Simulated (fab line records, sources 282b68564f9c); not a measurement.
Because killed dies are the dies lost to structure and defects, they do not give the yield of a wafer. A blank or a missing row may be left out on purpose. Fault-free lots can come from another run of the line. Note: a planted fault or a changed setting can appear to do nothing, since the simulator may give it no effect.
fab line records	flow rit-cmos
record lots=6	wafers=18	last-day=7
route steps=202 shown PLDD@120 SPACER@125 NSD@131 M1@202
lots with no fault: from the same line, run without faults
start-h: hours from the record's opening day to when the first of the lot's shown wafers began	wait-h: hours since the lot's step before	" same as the row above	L1.1+2: a single row standing in for several wafers	- value missing, or start not given	* or withheld: withheld	< > ~ a bound
route shown NAME@n: a module of which the file shows steps, and the number in the route of the first	usual: average and standard deviation across the fault-free wafers	same: alike in all rows	chamber/n: place in a boat	sites: the reading at each site	_std_site: their standard deviation	_edge_site: inner sites' mean taken away from outer sites' mean	radius-mm: for every site, how far away it sits from the centre of the wafer	mask NAME#n: copy n	behind: tool/chamber where the wafer was last shaped	hold: what put the lot on hold/how long, in hours/how the hold closed	device: names the non-switching transistor (n, p or np)	end of line: at the end of the route, the tests of the same wafers	where a step has no rows: the recipe by itself	killed: not the wafer's yield, but the dies lost to structure and defects at the first sort	map: per-die view of a wafer (x killed, . not killed, _ where there is no die)
set.NAME: the setting the step ran with; set.NAME@STEP: the setting that earlier step ran with	model.NAME: the simulator's own value behind a step, which no gauge read
certain route steps with their lots: each step a table, each wafer a row
services: when a tool's chamber went out of use (start-h, in hours from the record's first day, below 0 if earlier), for how many hours, and the reason
## steps
# step RIT_PLDD_OVL_MEAS_06
# usual PLDD_OVL=0.6/1.5
lot.wafer	tool	chamber	start-h	wait-h	PLDD_OVL[nm]
L832.1	overlay-01	-	49.17	-	-0.1
L832.2	"	-	"	"	-1.0
L832.3	"	-	"	"	-0.3
L836.3	overlay-01	-	69.46	-	0.5
L836.5	"	-	"	"	-1.4
L836.6	"	-	"	"	-0.2
L845.1	overlay-01	-	111.12	-	-1.9
L845.4	"	-	"	"	0.0
L845.5	"	-	"	"	0.0
L846.2	overlay-02	-	118.02	-	1.5
L846.5	"	-	"	"	2.0
L846.6	"	-	"	"	3.6
L847.3	overlay-01	-	124.04	-	0.7
L847.4	"	-	"	"	0.5
L847.6	"	-	"	"	-0.5
L854.2	overlay-01	-	154.30	-	-2.0
L854.4	"	-	"	"	1.1
L854.5	"	-	"	"	0.3
# step RIT_PLDD_HARDBAKE_07
# recipe resist=NOVOLAK	temp-c=140	time-s=60
# step RIT_PLDD_IMPLANT_08
# recipe species=BF2	energy-kev=20	dose-cm2=9e+14	tilt-deg=7
# step RIT_PLDD_STRIP_09
# recipe chemistry=O2	time-s=180	resist=NOVOLAK	platen-temp-c=withheld	power-w=500	pressure-mtorr=4000	o2-flow-sccm=4000
# usual drypump-motor-current-A=5.1/0.36
lot.wafer	tool	chamber	start-h	wait-h	drypump-motor-current-A	rf-hours-counter-h
L832.1	plasma-asher-04	0	49.50	0.1	4.8	47
L832.2	"	1	"	"	5.2	47
L832.3	"	1	"	"	5.2	-
L836.3	plasma-asher-01	0	69.92	0.1	5.3	-
L836.5	"	1	"	"	4.7	-
L836.6	"	0	"	"	5.3	-
L845.1	plasma-asher-04	1	111.45	0.1	5.2	54
L845.4	"	1	"	"	5.2	-
L845.5	"	0	"	"	4.8	-
L846.2	plasma-asher-04	1	118.35	0.1	5.2	55
L846.5	"	0	"	"	4.8	-
L846.6	"	1	"	"	5.2	-
L847.3	plasma-asher-01	1	124.42	0.1	4.7	-
L847.4	"	0	"	"	5.3	-
L847.6	"	1	"	"	4.7	-
L854.2	plasma-asher-01	1	154.63	0.1	4.7	5
L854.4	"	1	"	"	4.7	-
L854.5	"	0	"	"	5.3	-
# step RIT_PLDD_TW_MEAS_10
# usual PLDD_TW=2337/10
lot.wafer	tool	chamber	start-h	wait-h	PLDD_TW
L832.1	film-metro-02	-	49.68	0.1	2306
L832.2	"	-	"	"	2318
L832.3	"	-	"	"	2333
L836.3	film-metro-03	-	70.06	0.1	2327
L836.5	"	-	"	"	2316
L836.6	"	-	"	"	2327
L845.1	film-metro-03	-	111.63	0.1	2337
L845.4	"	-	"	"	2330
L845.5	"	-	"	"	2333
L846.2	film-metro-02	-	118.53	0.1	2343
L846.5	"	-	"	"	2343
L846.6	"	-	"	"	2335
L847.3	film-metro-02	-	124.55	0.1	2344
L847.4	"	-	"	"	2325
L847.6	"	-	"	"	2333
L854.2	film-metro-02	-	154.82	0.1	2334
L854.4	"	-	"	"	2340
L854.5	"	-	"	"	2347
# step RIT_SPACER_CLEAN_00
# recipe chemistry=SC1	mix=3:3:50	time-s=600	temp-c=75
# step RIT_SPACER_CLEAN_01
# recipe chemistry=dHF	dilution=50:1	time-s=30
# step RIT_SPACER_CLEAN_02
# recipe chemistry=SC2	mix=3:3:50	time-s=600	temp-c=75	dry=n2-spin
# step RIT_SPACER_CVD_03
# recipe material=Si3N4	target-thk-nm=250	temp-c=810	precursor=SiH2Cl2/NH3	time-s=3300	pressure-mtorr=300	sih2cl2-flow-sccm=60	nh3-flow-sccm=150
# step RIT_SPACER_THK_MEAS_04
# recipe reads=Si3N4_of_SPACER_CVD_03
# usual SPACER_NITRIDE_THK=249.4/1.8
lot.wafer	tool	chamber	start-h	wait-h	SPACER_NITRIDE_THK[nm]
L832.1	film-metro-04	-	52.04	0.0	250.9
L832.2	"	-	"	"	250.4
L832.3	"	-	"	"	251.9
L836.3	film-metro-03	-	72.40	0.0	251.4
L836.5	"	-	"	"	251.7
L836.6	"	-	"	"	251.5
L845.1	film-metro-04	-	114.93	0.0	248.9
L845.4	"	-	"	"	247.6
L845.5	"	-	"	"	248.7
L846.2	film-metro-04	-	122.01	0.0	251.3
L846.5	"	-	"	"	250.7
L846.6	"	-	"	"	250.5
L847.3	film-metro-03	-	126.90	0.0	249.6
L847.4	"	-	"	"	249.8
L847.6	"	-	"	"	249.8
L854.2	film-metro-04	-	159.00	0.0	251.4
L854.4	"	-	"	"	250.1
L854.5	"	-	"	"	249.2
# step RIT_SPACER_ETCHBACK_05
# recipe target-depth-a=2500	SF6_flow_sccm=30	CHF3_flow_sccm=30	target=Si3N4	chemistry=SF6/CHF3	pressure-mtorr=40	rf-w=250	time-s=240	stop-on=SiO2
# usual CHF3_flow_sccm=30.00/0.081	drypump-motor-current-A=5.7/0.57	oes-product-au=0.846/0.016	throttle-valve-pct=10.21/0.16
lot.wafer	tool	chamber	start-h	wait-h	CHF3_flow_sccm	drypump-motor-current-A	oes-product-au	rf-hours-counter-h	throttle-valve-pct
L832.1	rie-diel-01	2	52.10	0.1	29.93	5.3	0.857	131	10.03
L832.2	"	3	"	"	29.98	5.3	0.844	4	10.51
L832.3	"	0	"	"	30.03	6.3	0.870	85	10.20
L836.3	rie-diel-03	3	72.44	0.0	30.00	4.9	0.859	54	9.95
L836.5	"	1	"	"	29.91	5.3	0.841	-	10.12
L836.6	"	2	"	"	30.11	6.6	0.840	-	10.38
L845.1	rie-diel-03	0	114.99	0.1	30.01	5.2	0.837	24	10.18
L845.4	"	1	"	"	29.84	5.3	0.838	9	10.14
L845.5	"	0	"	"	30.04	5.2	0.837	-	10.18
L846.2	rie-diel-02	3	122.06	0.0	30.03	6.0	0.876	95	10.43
L846.5	"	2	"	"	30.20	5.0	0.854	-	10.09
L846.6	"	1	"	"	29.94	5.7	0.832	-	10.34
L847.3	rie-diel-01	3	126.94	0.0	30.05	5.3	0.828	6	10.49
L847.4	"	0	"	"	29.96	6.3	0.863	87	10.19
L847.6	"	2	"	"	29.95	5.3	0.857	-	10.03
L854.2	rie-diel-03	2	159.05	0.0	30.08	6.5	0.842	7	10.36
L854.4	"	0	"	"	30.04	5.2	0.854	24	10.17
L854.5	"	1	"	"	30.00	5.3	0.838	-	10.14
# step RIT_NSD_HMDS_00
# recipe prime-time-s=60	prime-temp-c=140
# step RIT_NSD_COAT_01
# recipe resist=NOVOLAK	spin-rpm=3250	resist-thk-nm=1000
# usual spin-speed-rpm=3250.2/1.9
lot.wafer	tool	chamber	start-h	wait-h	spin-speed-rpm	model.NOVOLAK_of_NSD_COAT_01.thk-nm
L832.1	litho-track-02	0	52.53	0.1	3251.4	1003
L832.2	"	0	"	"	3248.2	1000
L832.3	"	0	"	"	3251.2	1003
L836.3	litho-track-03	0	72.79	0.1	3252.8	1005
L836.5	"	0	"	"	3248.0	1006
L836.6	"	0	"	"	3248.4	1008
L845.1	litho-track-01	0	115.29	0.1	3246.8	1002
L845.4	"	0	"	"	3249.8	999.4
L845.5	"	0	"	"	3252.7	1001
L846.2	litho-track-03	0	122.38	0.1	3014.6	1038
L846.5	"	0	"	"	3010.0	1038
L846.6	"	0	"	"	3011.7	1039
L847.3	litho-track-03	0	127.29	0.1	3008.6	1035
L847.4	"	0	"	"	3010.5	1039
L847.6	"	0	"	"	3006.5	1038
L854.2	litho-track-02	0	159.37	0.1	3253.4	1005
L854.4	"	0	"	"	3251.1	1006
L854.5	"	0	"	"	3252.1	1004
# step RIT_NSD_SOFTBAKE_02
# recipe resist=NOVOLAK	temp-c=90	time-s=60
# step RIT_NSD_EXPOSE_03
# recipe mask-id=M9	na=0.57	target-cd-nm=40700	dose-mj=250
# step RIT_NSD_PEB_04
# recipe resist=NOVOLAK	temp-c=withheld	time-s=withheld
# step RIT_NSD_DEVELOP_05
# recipe resist=NOVOLAK	develop-time-s=50	dev-temp-c=23
# step RIT_NSD_OVL_MEAS_06
# usual NSD_OVL=0.2/1.3
lot.wafer	tool	chamber	start-h	wait-h	NSD_OVL[nm]
L832.1	overlay-01	-	53.23	-	3.5
L832.2	"	-	"	"	2.8
L832.3	"	-	"	"	2.6
L836.3	overlay-01	-	73.46	-	-1.5
L836.5	"	-	"	"	-0.3
L836.6	"	-	"	"	0.7
L845.1	overlay-01	-	115.99	-	-1.6
L845.4	"	-	"	"	-0.1
L845.5	"	-	"	"	0.0
L846.2	overlay-02	-	123.21	-	2.1
L846.5	"	-	"	"	1.4
L846.6	"	-	"	"	0.9
L847.3	overlay-02	-	128.08	-	1.1
L847.4	"	-	"	"	-0.9
L847.6	"	-	"	"	-0.5
L854.2	overlay-02	-	160.06	-	0.5
L854.4	"	-	"	"	0.5
L854.5	"	-	"	"	-0.1
# step RIT_NSD_HARDBAKE_07
# recipe resist=NOVOLAK	temp-c=140	time-s=60
lot.wafer	tool	chamber	start-h	wait-h	model.NOVOLAK_of_NSD_COAT_01.thk-nm
L832.1	litho-track-01	0	53.26	0.0	886.3
L832.2	"	0	"	"	883.9
L832.3	"	0	"	"	886.1
L836.3	litho-track-01	0	73.53	0.1	888.2
L836.5	"	0	"	"	888.6
L836.6	"	0	"	"	890.5
L845.1	litho-track-03	0	116.03	0.0	885.4
L845.4	"	0	"	"	883.3
L845.5	"	0	"	"	884.9
L846.2	litho-track-03	0	123.39	0.2	917.4
L846.5	"	0	"	"	917.3
L846.6	"	0	"	"	917.8
L847.3	litho-track-02	0	128.15	0.1	914.4
L847.4	"	0	"	"	917.7
L847.6	"	0	"	"	917.1
L854.2	litho-track-01	0	160.11	0.0	888.3
L854.4	"	0	"	"	889.1
L854.5	"	0	"	"	887
# step RIT_NSD_IMPLANT_08
# recipe species=P	energy-kev=25	dose-cm2=1e+15	tilt-deg=7
# step RIT_M1_PROBE_99
# usual killed-at-front-end=6.6/3	killed-dies=6.6/3	killed-on-rim=1.8/1.4	killed-open=3.4/2	killed-short=3.2/2
# same gross-dies=264	killed_at_M0_to_M3=0	killed_at_M4_up=0	killed-at-back-side=0	killed-at-contacts=0	killed-at-other=0
lot.wafer	tool	chamber	start-h	wait-h	killed-at-front-end	killed-dies	killed-on-rim	killed-open	killed-short
L845.1	prober-01	-	126.26	0.1	8	8	2	4	4
L845.4	prober-01	-	126.41	0.2	6	6	3	4	2
L845.5	prober-01	-	126.46	0.2	5	5	2	4	1
L846.2	prober-02	-	133.33	0.1	3	3	0	2	1
L846.5	prober-02	-	133.48	0.2	6	6	2	3	3
L846.6	prober-02	-	133.53	0.2	3	3	0	2	1
L847.3	prober-01	-	138.54	0.2	12	12	4	8	4
L847.4	prober-01	-	138.59	0.2	2	2	1	0	2
L847.6	prober-01	-	138.69	0.2	7	7	2	5	2
L854.2	prober-02	-	170.12	0.1	9	9	3	3	6
L854.4	prober-02	-	170.22	0.2	6	6	2	4	2
L854.5	prober-02	-	170.27	0.2	8	8	3	3	5
# killed by level:class
L845.1 GATE:geometric-particle:short=3 FOX1:geometric-particle:open=1 GATE:geometric-particle:open=1 REOX:geometric-particle:short=1 REOX:geometric-particle:open=1 SILICIDE:geometric-particle:open=1
L845.4 REOX:geometric-particle:open=2 FOX1:geometric-particle:short=1 GATE:geometric-particle:open=1 SILICIDE:geometric-particle:open=1 SILICIDE:geometric-particle:short=1
L845.5 SPACER:geometric-particle:open=2 FOX1:geometric-particle:open=1 SILICIDE:geometric-particle:short=1 SILICIDE:geometric-particle:open=1
L846.2 SPACER:geometric-particle:open=2 GATE:geometric-particle:short=1
L846.5 SPACER:geometric-particle:short=3 GATE:geometric-particle:open=1 REOX:geometric-particle:open=1 SPACER:geometric-particle:open=1
L846.6 FOX2:geometric-particle:open=1 GATE:geometric-particle:open=1 SPACER:geometric-particle:short=1
L847.3 FOX1:geometric-particle:open=4 GATE:geometric-particle:open=3 FOX1:geometric-particle:short=2 GATE:geometric-particle:short=2 SILICIDE:geometric-particle:open=1
L847.4 REOX:geometric-particle:short=2
L847.6 GATE:geometric-particle:open=2 REOX:geometric-particle:open=2 REOX:geometric-particle:short=1 SILICIDE:geometric-particle:short=1 SILICIDE:geometric-particle:open=1
L854.2 GATE:geometric-particle:short=3 GATE:geometric-particle:open=2 FOX1:geometric-particle:open=1 FOX1:geometric-particle:short=1 FOX2:geometric-particle:short=1 SPACER:geometric-particle:short=1
L854.4 GATE:geometric-particle:open=2 SILICIDE:geometric-particle:open=2 SPACER:geometric-particle:short=1 SILICIDE:geometric-particle:short=1
L854.5 GATE:geometric-particle:short=3 SPACER:geometric-particle:open=2 FOX1:geometric-particle:short=1 GATE:geometric-particle:open=1 SILICIDE:geometric-particle:short=1
## services
tool	chamber	start-h	hours	kind
rie-diel-01	-	33.88	0.5	repair
rie-diel-01	1	35.75	48.8	repair
plasma-asher-01	-	38.42	0.3	repair
rie-diel-03	2	42.92	8.1	repair
rie-diel-02	3	60.54	7.6	repair
plasma-asher-01	-	108.75	9.0	pm
plasma-asher-01	0	108.75	9.0	vent-cycle
plasma-asher-01	1	108.75	9.0	vent-cycle
plasma-asher-01	0	117.75	-	clean
plasma-asher-01	1	117.75	-	clean
rie-diel-01	2	123.10	3.8	repair
rie-diel-01	0	139.81	2.8	repair
## key
first-sign step=RIT_NSD_COAT_01	reading=spin-speed-rpm	direction=down	sigmas=99+	usual=3250.2	struck=3010.3
effect none on later readings
model-effect step=RIT_NSD_COAT_01	value=NOVOLAK_of_NSD_COAT_01.thk-nm	without=999.1	struck=1038
model-effect step=RIT_NSD_HARDBAKE_07	value=NOVOLAK_of_NSD_COAT_01.thk-nm	without=882.9	struck=917
met-at RIT_NSD_COAT_01
struck-wafers L846.2,L846.5,L846.6,L847.3,L847.4,L847.6
tester-left-out L846,L847
onset-between 72.79 122.38
fault kind=process-parameter-drift	tool=litho-track-03	chamber=-	onset-h=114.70	steps=RIT_NSD_COAT_01	channel=spin-rpm	offset=-238.8	shape=step	end-h=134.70	acts-in=these-recipes-only	stated=3250
# tester-left-out: of these lots the tester's yield and bins aren't shown, on N5 and GAA mostly nor the transistor test; their killed dies are dies lost to structure and defects alone, not to doping, threshold or leakage, so they don't give the yield
